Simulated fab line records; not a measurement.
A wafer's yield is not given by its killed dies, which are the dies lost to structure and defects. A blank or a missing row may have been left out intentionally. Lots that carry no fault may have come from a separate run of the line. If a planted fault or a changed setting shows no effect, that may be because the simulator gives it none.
The tool behind it: which one?	flow berkeley_cmos170	42 wafers from 14 lots sampled at 5 of the route's 331 steps

WHAT THE GAUGES READ, wafer by wafer
UCB170_SCREENOX_THK_MEAS_02. Usual: SCREENOX_OXIDE_THK 14.32 nm, standard deviation 0.24.
lot	measured	on	SCREENOX_OXIDE_THK (nm)	flag
L709	day 5 20:55	film_metro-02	14.37 14.10 14.30	
L710	day 6 07:19	film_metro-02	14.62 14.37 14.39	
L711	day 6 07:19	film_metro-03	14.62 14.54 14.59	
L714	day 7 05:33	film_metro-01	14.43 14.40 14.06	
L713	day 7 05:35	film_metro-02	14.39 14.30 13.96	
L717	day 8 11:20	film_metro-01	14.77 14.71 14.92	
L720	day 8 11:20	film_metro-03	14.45 14.48 14.61	
L721	day 9 02:13	film_metro-02	14.06 14.23 14.11	
L723	day 9 02:15	film_metro-03	14.07 13.80 13.98	
L724	day 9 16:19	film_metro-01	14.22 14.06 13.84	
L725	day 9 16:19	film_metro-03	14.28 14.34 14.31	
L727	day 9 21:57	film_metro-03	14.36 14.73 14.28	
L726	day 9 21:58	film_metro-02	14.30 14.27 14.22	
L728	day 10 11:01	film_metro-03	14.01 14.28 14.23	

UCB170_V1_THK_MEAS_01. Usual: V1_TEOS_THK 1998 nm, standard deviation 24.
lot	measured	on	V1_TEOS_THK (nm)	flag
L709	day 8 03:53	film_metro-02	2014 2041 2039	
L710	day 8 05:12	film_metro-04	2013 2031 2065	
L711	day 8 08:41	film_metro-01	1998 1841 2016	
L714	day 9 06:55	film_metro-01	1993 1804 2008	
L713	day 9 08:14	film_metro-04	1970 2019 2018	
L717	day 10 19:08	film_metro-01	1997 2011 2037	
L720	day 10 17:49	film_metro-04	1979 1993 1998	
L721	day 11 09:26	film_metro-04	2002 2003 2017	
L723	day 11 06:23	film_metro-01	1975 1992 2011	
L724	day 11 15:49	film_metro-04	1962 2020 2001	
L725	day 11 17:04	film_metro-04	1998 1992 1998	
L727	day 12 00:02	film_metro-04	1976 1972 2004	
L726	day 11 22:43	film_metro-01	2011 1994 2016	
L728	day 12 15:24	film_metro-04	1990 2004 2008	

UCB170_M3_THK_MEAS_03: measures by xrf. Usual: M3_AL_THK 904 nm, standard deviation 6.5.
lot	measured	on	M3_AL_THK (nm)	flag
L709	day 8 13:56	film_metro-03	900 908 911	
L710	day 8 14:34	film_metro-03	901 904 909	
L711	day 8 19:24	film_metro-03	913 916 915	
L714	day 9 17:55	film_metro-03	907 897 907	
L713	day 9 18:14	film_metro-03	916 911 912	
L717	day 11 04:28	film_metro-01	886 905 891	
L720	day 11 01:29	film_metro-01	914 906 917	
L721	day 11 18:32	film_metro-02	902 904 899	
L723	day 11 13:56	film_metro-03	905 902 904	
L724	day 12 03:06	film_metro-03	908 904 900	
L725	day 12 03:23	film_metro-01	892 898 893	
L727	day 12 09:31	film_metro-02	900 905 893	
L726	day 12 09:13	film_metro-01	900 901 906	
L728	day 12 23:48	film_metro-01	907 914 912	

UCB170_M3_CD_MEAS_90: target cd 700 nm. Usual: cd_nm at 700.0 nm, with a standard deviation of 2.7.
lot	measured	on	cd_nm (nm)	flag
L709	day 8 17:47	cd_sem-02	703.1 700.9 702.6	
L710	day 8 18:02	cd_sem-01	701.0 700.6 701.7	
L711	day 8 22:32	cd_sem-02	704.3 701.8 702.0	
L714	day 9 20:14	cd_sem-01	698.3 699.2 702.0	
L713	day 9 20:45	cd_sem-02	698.4 698.4 699.1	
L717	day 11 07:32	cd_sem-01	698.8 700.3 699.0	
L720	day 11 04:26	cd_sem-01	697.7 699.6 700.1	
L721	day 11 21:20	cd_sem-01	699.1 695.6 695.2	
L723	day 11 16:15	cd_sem-02	700.1 699.0 698.3	
L724	day 12 06:26	cd_sem-02	697.4 696.7 694.5	
L725	day 12 06:47	cd_sem-01	705.0 704.7 705.8	
L727	day 12 12:07	cd_sem-02	702.7 701.5 701.5	
L726	day 12 11:30	cd_sem-02	694.7 695.7 699.0	
L728	day 13 02:08	cd_sem-01	697.9 701.2 698.6	

WHICH TOOL RAN EACH LOT (tool, then ch and the chambers of the sampled wafers, then the start)
lot	UCB170_V1_CVD_00
L709	pecvd-03 ch 0,2, day 8 03:43
L710	pecvd-03 ch 0,1,2, day 8 05:02
L711	pecvd-03 ch 0,1, day 8 08:27
L714	pecvd-03 ch 0,1, day 9 06:44
L713	pecvd-01 ch 0,2, day 9 08:05
L717	pecvd-02 ch 0,1,2, day 10 18:59
L720	pecvd-02 ch 1,2, day 10 17:39
L721	pecvd-02 ch 0, day 11 09:11
L723	pecvd-02 ch 0,1, day 11 06:12
L724	pecvd-02 ch 0, day 11 15:35
L725	pecvd-03 ch 0,1,2, day 11 16:55
L727	pecvd-02 ch 0,1,2, day 11 23:53
L726	pecvd-03 ch 0,1, day 11 22:33
L728	pecvd-01 ch 0,1,2, day 12 15:14
- UCB170_V1_CVD_00: deposits SiO2 from TEOS/O2, target thk 2000 nm, time 250 s.

AS READ BY THE TOOLS THEMSELVES (means over the sampled wafers that have a number; for cases with no such wafer, the mark the record gives instead)
UCB170_V1_CVD_00. Usual: heater_power_w at 246 W, with a standard deviation of 48.
lot	tool	heater_power_w (W)	flag
L709	pecvd-03	208	
L710	pecvd-03	230	
L711	pecvd-03	214	
L714	pecvd-03	234	
L713	pecvd-01	253	
L717	pecvd-02	283	
L720	pecvd-02	280	
L721	pecvd-02	200	
L723	pecvd-02	249	
L724	pecvd-02	198	
L725	pecvd-03	230	
L727	pecvd-02	272	
L726	pecvd-03	221	
L728	pecvd-01	263	

THE ANSWER, worked out from the rows above alone
Rule: lot off if the mean of its wafers having a number is beyond 3 standard deviations from the usual mean. A lot without any number at a reading at which 4 lots or more have one is off too. The other lots that the step has rows for count as sound. Order of review: gauges by route order, followed by the tools' own readings, for which a lot's mean as printed above is used. The first step at which some lot is off is used, and at that step the reading that is off furthest; a lot without a number counts as furthest.
None of the lots is off at any reading shown; this tells nothing.

WHAT THE SIMULATOR HAD PUT IN
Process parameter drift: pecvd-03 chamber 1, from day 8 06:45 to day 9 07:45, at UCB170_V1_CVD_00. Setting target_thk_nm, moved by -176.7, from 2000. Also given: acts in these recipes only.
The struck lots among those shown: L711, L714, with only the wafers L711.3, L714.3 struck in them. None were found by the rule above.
